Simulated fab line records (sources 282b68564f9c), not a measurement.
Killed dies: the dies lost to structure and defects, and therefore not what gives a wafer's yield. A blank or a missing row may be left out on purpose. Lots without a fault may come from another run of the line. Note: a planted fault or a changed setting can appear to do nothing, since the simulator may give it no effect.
Struck lot and sound lot, side by side :: flow rit cmos :: 15 steps out of a route of 202
Sound: wafers L270.1, L270.2, L270.4. Struck: wafers L279.2, L279.3, L279.6. Last of all comes the cause.
Each step with rows lists, per side, the tool, then ch with its chambers, then its first start. Under that, the readings that differ: sound wafers :: struck wafers :: difference of the means :: sigmas: that difference in standard deviations of wafers without a fault.
alike: same words and numbers on both sides, and readings whose means sit less than 2 such deviations apart. not compared: any withheld reading, any reading some wafer has no value for, any bound like >300 that may hide the same value, and any number with overlapping values for which the record gives no deviation.
A row with sigmas, a row that says differs or no value, or rows on one side alone: a step with any of these is where the two part. Numbers that have no deviation but don't overlap get no sigmas and don't part them. Lack of a reading on every wafer of one side parts them only where that side has two or more wafers.

first, 1 step without rows for these wafers: RIT_PLDD_IMPLANT_08.
RIT_PLDD_STRIP_09: strips in O2, time 180 s.
  sound on plasma asher-02 ch 0,1, day 3 02:36; struck on plasma asher-04 ch 0,1, day 4 21:04
  alike: drypump motor current A
  not compared: rf hours counter h
RIT_PLDD_TW_MEAS_10:
  sound on film metro-04 at day 3 02:46; struck on film metro-02 at day 4 21:15
  alike: PLDD_TW
then, 4 steps without rows for these wafers: RIT_SPACER_CLEAN_00 (cleans in SC1, time 600 s); RIT_SPACER_CLEAN_01 (cleans in dHF, time 30 s); RIT_SPACER_CLEAN_02 (cleans in SC2, time 600 s); RIT_SPACER_CVD_03 (deposits Si3N4 from SiH2Cl2/NH3, target thk 250 nm, time 3300 s).
RIT_SPACER_THK_MEAS_04:
  sound on film metro-01 at day 3 05:07; struck on film metro-01 at day 4 23:37
  alike: SPACER_NITRIDE_THK
RIT_SPACER_ETCHBACK_05: etches Si3N4 in SF6/CHF3, stops on SiO2, target depth 250 nm, time 240 s.
  sound on rie diel-02 ch 1,2,3, day 3 05:11; struck on rie diel-04 ch 0,1,3, day 4 23:40
  alike: drypump motor current A, oes product au, throttle valve pct
  not compared: rf hours counter h
then, 3 steps without rows for these wafers: RIT_NSD_HMDS_00 (prime time 60 s); RIT_NSD_COAT_01 (resist thk 1000 nm); RIT_NSD_SOFTBAKE_02 (time 60 s).
RIT_NSD_EXPOSE_03: exposes mask M9, target cd 40700 nm.
  sound on iline stepper-01 ch 0, day 3 05:47; struck on iline stepper-01 ch 0, day 5 00:24
reading: mask
sound: M9#0 M9#0 M9#0
struck: M9_R1#0 M9_R1#0 M9_R1#0
difference: differs
sigmas: 
after that, 1 step had no rows for these wafers: RIT_NSD_PEB_04.
RIT_M1_PROBE_99:
  sound on prober-01 at day 3 16:14; struck on prober-01 at day 5 11:42
reading: model.etest.select edge diode n.leak log10 a (angstrom)
sound: -10.04 -9.696 -9.974
struck: -9.229 -9.211 -9.159
difference: +0.704
sigmas: 
  alike: killed at contacts, killed at front end, killed dies, killed open, killed short

WHERE THEY PART
At RIT_NSD_EXPOSE_03 and nowhere else, as far as this record goes. Later steps at which nothing parts them and some readings are alike: RIT_M1_PROBE_99.

WHY: what had been put in by the simulator
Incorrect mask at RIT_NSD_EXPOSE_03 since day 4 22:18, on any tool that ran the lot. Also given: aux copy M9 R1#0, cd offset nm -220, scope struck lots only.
